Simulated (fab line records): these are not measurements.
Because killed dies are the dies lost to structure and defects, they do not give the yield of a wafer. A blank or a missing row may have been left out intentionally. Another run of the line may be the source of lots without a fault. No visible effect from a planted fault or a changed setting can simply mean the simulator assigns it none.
fab line records    flow rit_cmos    part 1 of 2: steps 1 to 34 of 42
record lots=6  wafers=18  last_day=7
route steps=202 shown SDANNEAL@156 PSD@157 NSD@158 PLDD@159 NLDD@160 SILICIDE@161 CONTACT@168 M1@184
lots that met no fault: taken from a fault-free run of the same line
start_h: hours from the record's first day to the start of the lot's first wafer shown    wait_h: hours elapsed since this lot's preceding step    " the same as in the row above    L1.1+2: several wafers, shown together as one row    - value missing, or start not given    * or withheld: withheld    < > ~ a bound
route shown NAME@n: a module of which the file shows steps, and the number in the route of the first    usual: mean and standard deviation over wafers with no fault    same: alike in all rows    chamber/n: place in a boat    sites: readings site by site    _std_site: the standard deviation of these    _edge_site: the outer-site mean with the inner-site mean subtracted    radius_mm: how far each site lies from the wafer's centre    mask NAME#n: copy n    behind: the last tool/chamber to shape the wafer    hold: why the lot went on hold/how many hours it stayed there/how the hold came to an end    device: the transistor (n, p or np) that didn't switch    end of line: the tests these same wafers got at the end of their route    a step without rows: its recipe alone    killed: dies lost to structure and defects at the first sort, not the wafer's yield    map: dies across one wafer; x = killed, . = not, _ = none there
set.NAME: setting as actually run; set.NAME@STEP: the setting as run at that earlier step    model.NAME: the simulator's own value behind a step, which no gauge read
certain route steps with their lots: each step a table, each wafer a row
services: when a tool's chamber went out of use (start_h, in hours from the record's first day, below 0 if earlier), for how many hours, and the reason
## steps
# step RIT_SDANNEAL_RTA_03
# recipe temp_c=1050  time_s=5.174  idle_temp_c=600  ramp_up_c_per_s=342  ramp_down_c_per_s=171  cool_to_c=600  ambient=N2
# usual wafer_temp_C_max=1053.5/1.2
# same time_s=5.174
lot.wafer  tool           chamber  start_h  wait_h  wafer_temp_C_max
L752.2     rtp_anneal-02  0        56.90    0.0     1052.8
L752.3     "              0        "        "       1051.8
L752.4     "              0        "        "       1052.4
L756.1     rtp_anneal-02  0        83.05    0.0     1051.7
L756.3     "              0        "        "       1054.2
L756.5     "              0        "        "       1053.1
L762.1     rtp_anneal-02  0        111.62   0.0     1052.3
L762.2     "              0        "        "       1054.0
L762.6     "              0        "        "       1054.7
L764.3     rtp_anneal-02  0        119.58   0.0     1053.4
L764.4     "              0        "        "       1053.8
L764.6     "              0        "        "       1053.2
L766.2     rtp_anneal-01  0        125.25   0.0     1053.6
L766.3     "              0        "        "       1053.7
L766.5     "              0        "        "       1052.6
L772.2     rtp_anneal-02  0        155.96   0.0     1054.1
L772.4     "              0        "        "       1053.2
L772.5     "              0        "        "       1053.6
# step RIT_SDANNEAL_RS_MEAS_04
# recipe thk_meas_gauge=four-point-probe
# usual PSD_RS=115.5/0.34
lot.wafer  tool           chamber  start_h  wait_h  PSD_RS[ohm/sq]
L752.2     film_metro-03  -        56.97    0.1     115.3
L752.3     "              -        "        "       115.8
L752.4     "              -        "        "       115.1
L756.1     film_metro-03  -        83.11    0.0     115.2
L756.3     "              -        "        "       115.3
L756.5     "              -        "        "       115.5
L762.1     film_metro-01  -        111.68   0.0     115.1
L762.2     "              -        "        "       115.2
L762.6     "              -        "        "       115.2
L764.3     film_metro-01  -        119.66   0.1     115.3
L764.4     "              -        "        "       115.3
L764.6     "              -        "        "       115.3
L766.2     film_metro-04  -        125.32   0.1     115.9
L766.3     "              -        "        "       115.5
L766.5     "              -        "        "       115.8
L772.2     film_metro-01  -        156.03   0.1     115.7
L772.4     "              -        "        "       115.5
L772.5     "              -        "        "       115.8
# step RIT_SDANNEAL_RS_MEAS_05
# recipe thk_meas_gauge=four-point-probe
# usual NSD_RS=84.46/0.28
lot.wafer  tool           chamber  start_h  wait_h  NSD_RS[ohm/sq]
L752.2     film_metro-03  -        57.09    0.1     83.74
L752.3     "              -        "        "       84.13
L752.4     "              -        "        "       84.06
L756.1     film_metro-03  -        83.23    0.1     84.69
L756.3     "              -        "        "       84.54
L756.5     "              -        "        "       84.39
L762.1     film_metro-01  -        111.80   0.1     84.61
L762.2     "              -        "        "       84.52
L762.6     "              -        "        "       84.75
L764.3     film_metro-01  -        119.78   0.1     84.16
L764.4     "              -        "        "       83.79
L764.6     "              -        "        "       84.12
L766.2     film_metro-04  -        125.44   0.1     84.69
L766.3     "              -        "        "       84.25
L766.5     "              -        "        "       84.50
L772.2     film_metro-01  -        156.15   0.1     84.03
L772.4     "              -        "        "       84.14
L772.5     "              -        "        "       84.19
# step RIT_SDANNEAL_RS_MEAS_06
# recipe thk_meas_gauge=four-point-probe
# usual PLDD_RS=178.2/0.44
lot.wafer  tool           chamber  start_h  wait_h  PLDD_RS[ohm/sq]
L752.2     film_metro-03  -        57.21    0.1     179.0
L752.3     "              -        "        "       179.5
L752.4     "              -        "        "       178.5
L756.1     film_metro-03  -        83.35    0.1     178.3
L756.3     "              -        "        "       178.2
L756.5     "              -        "        "       178.5
L762.1     film_metro-01  -        111.92   0.1     178.6
L762.2     "              -        "        "       178.0
L762.6     "              -        "        "       177.7
L764.3     film_metro-01  -        119.90   0.1     178.0
L764.4     "              -        "        "       178.1
L764.6     "              -        "        "       177.9
L766.2     film_metro-04  -        125.56   0.1     178.6
L766.3     "              -        "        "       178.5
L766.5     "              -        "        "       178.6
L772.2     film_metro-01  -        156.27   0.1     178.1
L772.4     "              -        "        "       177.9
L772.5     "              -        "        "       178.3
# step RIT_SDANNEAL_RS_MEAS_07
# recipe thk_meas_gauge=four-point-probe
# usual NLDD_RS=151.5/0.55
lot.wafer  tool           chamber  start_h  wait_h  NLDD_RS[ohm/sq]
L752.2     film_metro-03  -        57.33    0.1     152.7
L752.3     "              -        "        "       152.3
L752.4     "              -        "        "       152.3
L756.1     film_metro-03  -        83.47    0.1     152.2
L756.3     "              -        "        "       152.2
L756.5     "              -        "        "       151.9
L762.1     film_metro-01  -        112.04   0.1     151.4
L762.2     "              -        "        "       151.6
L762.6     "              -        "        "       151.4
L764.3     film_metro-01  -        120.02   0.1     150.8
L764.4     "              -        "        "       151.0
L764.6     "              -        "        "       150.5
L766.2     film_metro-04  -        125.68   0.1     151.7
L766.3     "              -        "        "       151.2
L766.5     "              -        "        "       152.1
L772.2     film_metro-01  -        156.39   0.1     151.1
L772.4     "              -        "        "       151.8
L772.5     "              -        "        "       151.3
# step RIT_SILICIDE_WET_ETCH_00
# recipe chemistry=BOE  target=SiO2  target_depth_nm=14  time_s=15  dry=n2_spin  dilution=10:1  temp_c=21.5
# step RIT_SILICIDE_SPUTTER_01
# recipe material=Ti  target_thk_nm=30  power_w=337.5  chamber_pressure_pa=0.667  gas=Ar  time_s=240  substrate_temp_c=25
# usual substrate_temp_c=25.00/0.11  throttle_valve_pct=30.2/1.5
# same time_s=240
lot.wafer  tool            chamber  start_h  wait_h  substrate_temp_c  throttle_valve_pct
L752.2     pvd_sputter-02  -        57.44    0.0     24.96             32.1
L752.3     "               -        "        "       25.02             32.1
L752.4     "               -        "        "       24.99             29.3
L756.1     pvd_sputter-02  -        83.62    0.0     25.01             27.9
L756.3     "               -        "        "       24.90             32.2
L756.5     "               -        "        "       25.04             29.6
L762.1     pvd_sputter-02  -        112.18   0.0     25.04             29.5
L762.2     "               -        "        "       25.06             27.9
L762.6     "               -        "        "       24.87             32.3
L764.3     pvd_sputter-02  -        120.11   0.0     24.89             27.8
L764.4     "               -        "        "       25.25             32.6
L764.6     "               -        "        "       24.89             27.8
L766.2     pvd_sputter-01  -        125.79   0.0     25.00             31.5
L766.3     "               -        "        "       24.95             29.9
L766.5     "               -        "        "       25.03             31.7
L772.2     pvd_sputter-02  -        156.50   0.0     25.13             32.0
L772.4     "               -        "        "       24.73             29.6
L772.5     "               -        "        "       25.01             32.1
# step RIT_SILICIDE_RS_MEAS_02
# recipe thk_meas_gauge=four-point-probe  reads=Ti_of_SILICIDE_SPUTTER_01
# usual SILICIDE_TI_RS=50.3/0.82
lot.wafer  tool           chamber  start_h  wait_h  SILICIDE_TI_RS[ohm/sq]
L752.2     film_metro-02  -        57.61    0.1     50.1
L752.3     "              -        "        "       49.7
L752.4     "              -        "        "       50.7
L756.1     film_metro-02  -        83.77    0.1     49.7
L756.3     "              -        "        "       50.1
L756.5     "              -        "        "       49.6
L762.1     film_metro-02  -        112.33   0.1     50.0
L762.2     "              -        "        "       49.6
L762.6     "              -        "        "       49.4
L764.3     film_metro-02  -        120.30   0.1     49.3
L764.4     "              -        "        "       48.6
L764.6     "              -        "        "       49.0
L766.2     film_metro-02  -        125.96   0.1     51.6
L766.3     "              -        "        "       52.0
L766.5     "              -        "        "       51.9
L772.2     film_metro-04  -        156.67   0.1     50.1
L772.4     "              -        "        "       50.7
L772.5     "              -        "        "       50.1
# step RIT_SILICIDE_THK_MEAS_03
# recipe thk_meas_gauge=xrf  reads=Ti_of_SILICIDE_SPUTTER_01
# usual SILICIDE_TI_THK=28.7/0.36
lot.wafer  tool           chamber  start_h  wait_h  SILICIDE_TI_THK[nm]
L752.2     film_metro-02  -        57.72    0.1     28.7
L752.3     "              -        "        "       29.1
L752.4     "              -        "        "       28.6
L756.1     film_metro-02  -        83.89    0.1     29.0
L756.3     "              -        "        "       28.9
L756.5     "              -        "        "       29.1
L762.1     film_metro-02  -        112.45   0.1     28.9
L762.2     "              -        "        "       29.0
L762.6     "              -        "        "       29.1
L764.3     film_metro-02  -        120.40   0.1     29.2
L764.4     "              -        "        "       29.5
L764.6     "              -        "        "       29.5
L766.2     film_metro-02  -        126.07   0.1     28.2
L766.3     "              -        "        "       28.1
L766.5     "              -        "        "       28.1
L772.2     film_metro-04  -        156.78   0.1     28.8
L772.4     "              -        "        "       28.5
L772.5     "              -        "        "       28.8
# step RIT_SILICIDE_RTA_04
# recipe temp_c=650  time_s=10  idle_temp_c=25  ramp_up_s=5  ramp_down_s=5  cool_to_c=25  ambient=N2
# usual wafer_temp_C_max=653.6/0.72
# same time_s=10
lot.wafer  tool           chamber  start_h  wait_h  wafer_temp_C_max
L752.2     rtp_anneal-01  0        57.78    0.1     653.0
L752.3     "              0        "        "       653.4
L752.4     "              0        "        "       652.4
L756.1     rtp_anneal-01  0        83.95    0.1     654.1
L756.3     "              0        "        "       652.5
L756.5     "              0        "        "       652.3
L762.1     rtp_anneal-01  0        112.51   0.1     652.6
L762.2     "              0        "        "       653.4
L762.6     "              0        "        "       653.6
L764.3     rtp_anneal-01  0        120.48   0.1     652.8
L764.4     "              0        "        "       653.5
L764.6     "              0        "        "       654.3
L766.2     rtp_anneal-01  0        126.14   0.1     653.4
L766.3     "              0        "        "       654.6
L766.5     "              0        "        "       654.4
L772.2     rtp_anneal-01  0        156.84   0.1     652.8
L772.4     "              0        "        "       653.6
L772.5     "              0        "        "       653.3
# step RIT_SILICIDE_WET_ETCH_05
# recipe chemistry=SPM  target=Ti  temp_c=90  time_s=120  dry=n2_spin
# step RIT_SILICIDE_RTA_06
# recipe temp_c=750  time_s=10  idle_temp_c=25  ramp_up_s=5  ramp_down_s=10  cool_to_c=25  ambient=N2
# usual wafer_temp_C_max=754.2/0.79
# same time_s=10
lot.wafer  tool           chamber  start_h  wait_h  wafer_temp_C_max
L752.2     rtp_anneal-02  0        57.89    0.0     753.7
L752.3     "              0        "        "       754.8
L752.4     "              0        "        "       753.3
L756.1     rtp_anneal-02  0        84.12    0.0     755.2
L756.3     "              0        "        "       754.6
L756.5     "              0        "        "       754.3
L762.1     rtp_anneal-02  0        112.68   0.0     754.4
L762.2     "              0        "        "       754.1
L762.6     "              0        "        "       753.7
L764.3     rtp_anneal-02  0        120.64   0.0     754.6
L764.4     "              0        "        "       753.4
L764.6     "              0        "        "       754.6
L766.2     rtp_anneal-02  0        126.25   0.0     753.9
L766.3     "              0        "        "       754.1
L766.5     "              0        "        "       753.9
L772.2     rtp_anneal-02  0        156.95   0.0     753.6
L772.4     "              0        "        "       753.3
L772.5     "              0        "        "       753.4
# step RIT_CONTACT_CVD_00
# recipe material=SiO2  target_thk_nm=400  precursor=TEOS  temp_c=390  time_s=61  rf_w=400
# usual heater_power_w=325/52
lot.wafer  tool      chamber  start_h  wait_h  heater_power_w  since_wet_clean_h  model.SiO2_of_CONTACT_CVD_00.thk_nm
L752.2     pecvd-03  1        57.94    0.0     364             1394               396.4
L752.3     "         0        "        "       339             1394               396.9
L752.4     "         2        "        "       265             -                  401
L756.1     pecvd-02  0        84.19    0.1     282             235                393.1
L756.3     "         1        "        "       295             235                394.8
L756.5     "         1        "        "       310             -                  402.2
L762.1     pecvd-02  2        112.75   0.1     324             264                397
L762.2     "         0        "        "       219             264                221.6
L762.6     "         0        "        "       241             -                  234.2
L764.3     pecvd-03  0        120.69   0.0     292             1457               391.7
L764.4     "         0        "        "       304             -                  401.5
L764.6     "         1        "        "       312             -                  401
L766.2     pecvd-02  2        126.30   0.0     353             277                392.5
L766.3     "         1        "        "       342             277                394.2
L766.5     "         0        "        "       249             -                  229.7
L772.2     pecvd-04  0        157.01   0.0     298             712                400.2
L772.4     "         0        "        "       323             -                  405.6
L772.5     "         2        "        "       333             -                  406.9
# step RIT_CONTACT_THK_MEAS_01
# recipe reads=SiO2_of_CONTACT_CVD_00
# usual CONTACT_TEOS_THK=399/4.8
lot.wafer  tool           chamber  start_h  wait_h  hold                      CONTACT_TEOS_THK[nm]
L752.2     film_metro-03  -        58.00    0.0     -                         396
L752.3     "              -        "        "       -                         397
L752.4     "              -        "        "       -                         401
L756.1     film_metro-01  -        84.24    0.0     -                         393
L756.3     "              -        "        "       -                         395
L756.5     "              -        "        "       -                         402
L762.1     film_metro-03  -        112.82   0.1     await_dispo/0.2h/release  397
L762.2     "              -        "        "       await_dispo/0.2h/release  222
L762.6     "              -        "        "       await_dispo/0.2h/release  234
L762.1     film_metro-03  -        113.05   0.2     -                         397
L762.2     "              -        "        "       -                         221
L762.6     "              -        "        "       -                         234
L764.3     film_metro-02  -        120.76   0.0     -                         392
L764.4     "              -        "        "       -                         402
L764.6     "              -        "        "       -                         401
L766.2     film_metro-03  -        126.36   0.0     await_dispo/0.2h/release  392
L766.3     "              -        "        "       await_dispo/0.2h/release  394
L766.5     "              -        "        "       await_dispo/0.2h/release  230
L766.2     film_metro-03  -        126.59   0.2     -                         393
L766.3     "              -        "        "       -                         394
L766.5     "              -        "        "       -                         230
L772.2     film_metro-01  -        157.07   0.0     -                         400
L772.4     "              -        "        "       -                         406
L772.5     "              -        "        "       -                         407
# step RIT_CONTACT_COAT_03
# recipe resist=NOVOLAK  spin_rpm=3250  resist_thk_nm=1000
# step RIT_CONTACT_SOFTBAKE_04
# recipe resist=NOVOLAK  temp_c=90  time_s=60
# step RIT_CONTACT_EXPOSE_05
# recipe mask_id=M11  na=0.6  source_shape=conventional  sigma_outer=0.5  target_cd_nm=1000  dose_mj=250
# step RIT_CONTACT_PEB_06
# recipe resist=NOVOLAK  temp_c=withheld  time_s=withheld
# step RIT_CONTACT_DEVELOP_07
# recipe resist=NOVOLAK  develop_time_s=120  dev_temp_c=23
# step RIT_CONTACT_CD_MEAS_08
# recipe target_cd_nm=1000
# usual cd_nm=1000.6/2.4
lot.wafer  tool       chamber  start_h  wait_h  cd_nm
L752.2     cd_sem-02  -        59.17    -       1002.7
L752.3     "          -        "        "       1000.9
L752.4     "          -        "        "       1001.8
L756.1     cd_sem-02  -        85.27    -       999.7
L756.3     "          -        "        "       998.3
L756.5     "          -        "        "       998.8
L762.1     cd_sem-01  -        115.79   -       1003.3
L762.2     "          -        "        "       1001.2
L762.6     "          -        "        "       1001.9
L764.3     cd_sem-01  -        121.92   -       997.5
L764.4     "          -        "        "       1001.8
L764.6     "          -        "        "       997.9
L766.2     cd_sem-02  -        135.25   -       1005.0
L766.3     "          -        "        "       1004.7
L766.5     "          -        "        "       1005.4
L772.2     cd_sem-01  -        158.10   -       1001.0
L772.4     "          -        "        "       1000.7
L772.5     "          -        "        "       1001.2
# step RIT_CONTACT_OVL_MEAS_09
# usual CONTACT_OVL=0.1/1.4
lot.wafer  tool        chamber  start_h  wait_h  CONTACT_OVL[nm]
L752.2     overlay-01  -        59.27    0.1     -1.1
L752.3     "           -        "        "       -0.1
L752.4     "           -        "        "       -0.6
L756.1     overlay-01  -        85.39    0.1     1.5
L756.3     "           -        "        "       -0.1
L756.5     "           -        "        "       -1.4
L762.1     overlay-01  -        115.91   0.1     0.1
L762.2     "           -        "        "       1.9
L762.6     "           -        "        "       0.7
L764.3     overlay-01  -        122.01   0.1     1.5
L764.4     "           -        "        "       0.7
L764.6     "           -        "        "       0.0
L766.2     overlay-02  -        135.36   0.1     -0.5
L766.3     "           -        "        "       0.4
L766.5     "           -        "        "       0.1
L772.2     overlay-02  -        158.21   0.1     -2.7
L772.4     "           -        "        "       -0.7
L772.5     "           -        "        "       -0.4
# step RIT_CONTACT_HARDBAKE_10
# recipe resist=NOVOLAK  temp_c=140  time_s=60
# step RIT_CONTACT_ETCH_11
# recipe target_depth_a=4800  over_etch_frac=0.2  stop_on=TiSi2  chemistry=CHF3/CF4/Ar  target=SiO2  CHF3_flow_sccm=50  cf4_flow_sccm=10  Ar_flow_sccm=100  O2_flow_sccm=5  pressure_mtorr=100  rf_w=200  time_s=320
# usual drypump_motor_current_A=5.9/0.47  oes_product_au=0.997/0.012  throttle_valve_pct=8.85/0.15
# same time_s=320
lot.wafer  tool         chamber  start_h  wait_h  drypump_motor_current_A  oes_product_au  rf_hours_counter_h  throttle_valve_pct  model.CONTACT.feature_depth_nm  model.etch.depth_nm
L752.2     rie_diel-01  1        59.45    0.1     6.2                      0.985           3                   8.67                396.4                           396.4
L752.3     "            3        "        "       6.1                      0.999           17                  8.70                396.9                           396.9
L752.4     "            0        "        "       6.4                      0.999           5                   9.06                401                             401
L756.1     rie_diel-04  1        85.57    0.1     5.5                      0.996           54                  9.09                393.1                           393.1
L756.3     "            2        "        "       5.6                      0.991           4                   8.74                394.8                           394.8
L756.5     "            2        "        "       5.6                      0.989           -                   8.74                402.2                           402.2
L762.1     rie_diel-01  2        116.23   0.1     5.1                      1.015           155                 8.92                397                             397
L762.2     "            1        "        "       6.3                      0.966           5                   8.68                221.6                           221.6
L762.6     "            3        "        "       6.1                      0.988           -                   8.69                234.2                           234.2
L764.3     rie_diel-03  1        122.18   0.1     6.0                      0.986           91                  8.88                391.7                           391.7
L764.4     "            3        "        "       5.9                      1.007           6                   9.06                401.5                           401.5
L764.6     "            2        "        "       6.7                      0.992           -                   8.73                401                             401
L766.2     rie_diel-01  0        135.54   0.1     6.4                      0.999           7                   9.04                392.5                           392.5
L766.3     "            2        "        "       5.1                      1.010           155                 8.92                394.2                           394.2
L766.5     "            1        "        "       6.3                      0.963           -                   8.67                229.7                           229.7
L772.2     rie_diel-01  2        158.39   0.1     5.0                      0.992           0                   8.92                400.2                           400.2
L772.4     "            3        "        "       6.2                      1.002           19                  8.70                405.6                           405.6
L772.5     "            3        "        "       6.1                      1.005           -                   8.68                406.9                           406.9
# step RIT_CONTACT_STRIP_12
# recipe chemistry=O2  time_s=180  resist=NOVOLAK  platen_temp_c=withheld  power_w=500  pressure_mtorr=4000  o2_flow_sccm=4000
# usual drypump_motor_current_A=6.0/0.32
# same time_s=180
lot.wafer  tool             chamber  start_h  wait_h  drypump_motor_current_A  rf_hours_counter_h
L752.2     plasma_asher-03  1        59.65    0.1     5.8                      41
L752.3     "                1        "        "       5.8                      -
L752.4     "                0        "        "       5.9                      -
L756.1     plasma_asher-04  0        85.77    0.1     6.6                      25
L756.3     "                1        "        "       6.3                      -
L756.5     "                1        "        "       6.3                      -
L762.1     plasma_asher-02  0        116.42   0.1     5.8                      49
L762.2     "                1        "        "       5.9                      49
L762.6     "                0        "        "       5.7                      -
L764.3     plasma_asher-03  1        122.44   0.2     5.7                      -
L764.4     "                0        "        "       5.8                      -
L764.6     "                1        "        "       5.7                      -
L766.2     plasma_asher-04  1        135.73   0.1     6.3                      31
L766.3     "                1        "        "       6.3                      -
L766.5     "                1        "        "       6.3                      -
L772.2     plasma_asher-02  0        158.58   0.1     5.8                      55
L772.4     "                0        "        "       5.8                      -
L772.5     "                1        "        "       5.9                      -
# step RIT_CONTACT_CD_MEAS_90
# recipe target_cd_nm=1000
# usual cd_nm=1000.5/2.3
lot.wafer  tool       chamber  start_h  wait_h  cd_nm
L752.2     cd_sem-01  -        59.84    0.1     1002.4
L752.3     "          -        "        "       1000.5
L752.4     "          -        "        "       1001.5
L756.1     cd_sem-02  -        85.94    0.1     999.6
L756.3     "          -        "        "       997.9
L756.5     "          -        "        "       998.3
L762.1     cd_sem-02  -        116.59   0.1     1002.7
L762.2     "          -        "        "       1002.0
L762.6     "          -        "        "       1001.9
L764.3     cd_sem-02  -        122.59   0.1     997.4
L764.4     "          -        "        "       1001.7
L764.6     "          -        "        "       997.6
L766.2     cd_sem-01  -        135.93   0.1     1004.5
L766.3     "          -        "        "       1004.3
L766.5     "          -        "        "       1005.3
L772.2     cd_sem-01  -        158.78   0.1     1000.2
L772.4     "          -        "        "       1000.8
L772.5     "          -        "        "       1001.6
# step RIT_CONTACT_CLEAN_13
# recipe chemistry=SC1  mix=3:3:50  time_s=600  temp_c=75
# step RIT_CONTACT_CLEAN_14
# recipe chemistry=SC2  mix=3:3:50  time_s=600  temp_c=75  dry=n2_spin
# step RIT_M1_SPUTTER_00
# recipe material=Al  target_thk_nm=400  power_w=2000  chamber_pressure_pa=0.4  gas=Ar  time_s=522.4  substrate_temp_c=25
# step RIT_M1_RS_MEAS_01
# recipe thk_meas_gauge=four-point-probe  reads=Al_of_M1_SPUTTER_00
# usual M1_AL_RS=0.0702/0.00055
lot.wafer  tool           chamber  start_h  wait_h  M1_AL_RS[ohm/sq]
L752.2     film_metro-01  -        60.64    0.2     0.0717
L752.3     "              -        "        "       0.0717
L752.4     "              -        "        "       0.0719
L756.1     film_metro-03  -        86.90    0.1     0.0702
L756.3     "              -        "        "       0.0695
L756.5     "              -        "        "       0.0696
L762.1     film_metro-01  -        118.83   0.1     0.0700
L762.2     "              -        "        "       0.0699
L762.6     "              -        "        "       0.0701
L764.3     film_metro-01  -        123.36   0.2     0.0707
L764.4     "              -        "        "       0.0706
L764.6     "              -        "        "       0.0700
L766.2     film_metro-03  -        136.71   0.2     0.0709
L766.3     "              -        "        "       0.0695
L766.5     "              -        "        "       0.0703
L772.2     film_metro-04  -        159.54   0.2     0.0704
L772.4     "              -        "        "       0.0708
L772.5     "              -        "        "       0.0710
# step RIT_M1_THK_MEAS_02
# recipe thk_meas_gauge=xrf  reads=Al_of_M1_SPUTTER_00
# usual M1_AL_THK=420/3.7
lot.wafer  tool           chamber  start_h  wait_h  M1_AL_THK[nm]
L752.2     film_metro-01  -        60.75    0.1     411
L752.3     "              -        "        "       410
L752.4     "              -        "        "       412
L756.1     film_metro-03  -        87.02    0.1     420
L756.3     "              -        "        "       424
L756.5     "              -        "        "       422
L762.1     film_metro-01  -        119.00   0.2     423
L762.2     "              -        "        "       422
L762.6     "              -        "        "       421
L764.3     film_metro-01  -        123.46   0.1     419
L764.4     "              -        "        "       417
L764.6     "              -        "        "       416
L766.2     film_metro-03  -        136.82   0.1     415
L766.3     "              -        "        "       424
L766.5     "              -        "        "       418
L772.2     film_metro-04  -        159.65   0.1     419
L772.4     "              -        "        "       417
L772.5     "              -        "        "       415
# step RIT_M1_HMDS_03
# recipe prime_time_s=60  prime_temp_c=140
# step RIT_M1_COAT_04
# recipe resist=NOVOLAK  spin_rpm=2000  resist_thk_nm=1300
# step RIT_M1_SOFTBAKE_05
# recipe resist=NOVOLAK  temp_c=90  time_s=60
# step RIT_M1_EXPOSE_06
# recipe mask_id=M12  na=0.6  source_shape=conventional  sigma_outer=0.5  target_cd_nm=2600  dose_mj=253
## key
first_sign step=RIT_CONTACT_THK_MEAS_01  reading=visit  direction=added
effect step=RIT_CONTACT_THK_MEAS_01  reading=CONTACT_TEOS_THK  direction=down  sigmas=35  usual=399  struck=228
model_effect step=RIT_CONTACT_CVD_00  value=SiO2_of_CONTACT_CVD_00.thk_nm  without=397.7  struck=228.5
model_effect step=RIT_CONTACT_ETCH_11  value=CONTACT.feature_depth_nm  without=397.7  struck=228.5
model_effect step=RIT_M1_METAL_ETCH_12  value=SiO2_of_CONTACT_CVD_00.thk_nm  without=360.4  struck=191.3
met_at RIT_CONTACT_CVD_00
struck_wafers L762.2,L762.6,L766.5
tester_left_out L762,L766
loop_trim step=RIT_CONTACT_EXPOSE_05  setting=dose  lots=L762
onset_between 84.19 112.75
fault kind=process_parameter_drift  tool=pecvd-02  chamber=0  onset_h=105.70  steps=RIT_CONTACT_CVD_00  channel=target_thk_nm  offset=-169.02  shape=step  end_h=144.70  stated=400
# tester_left_out: of these lots the tester's yield and bins aren't shown, on N5 and GAA mostly nor the transistor test; their killed dies are dies lost to structure and defects alone, not to doping, threshold or leakage, so they don't give the yield
# loop_trim: a control loop set the setting to another value than it would have without faults
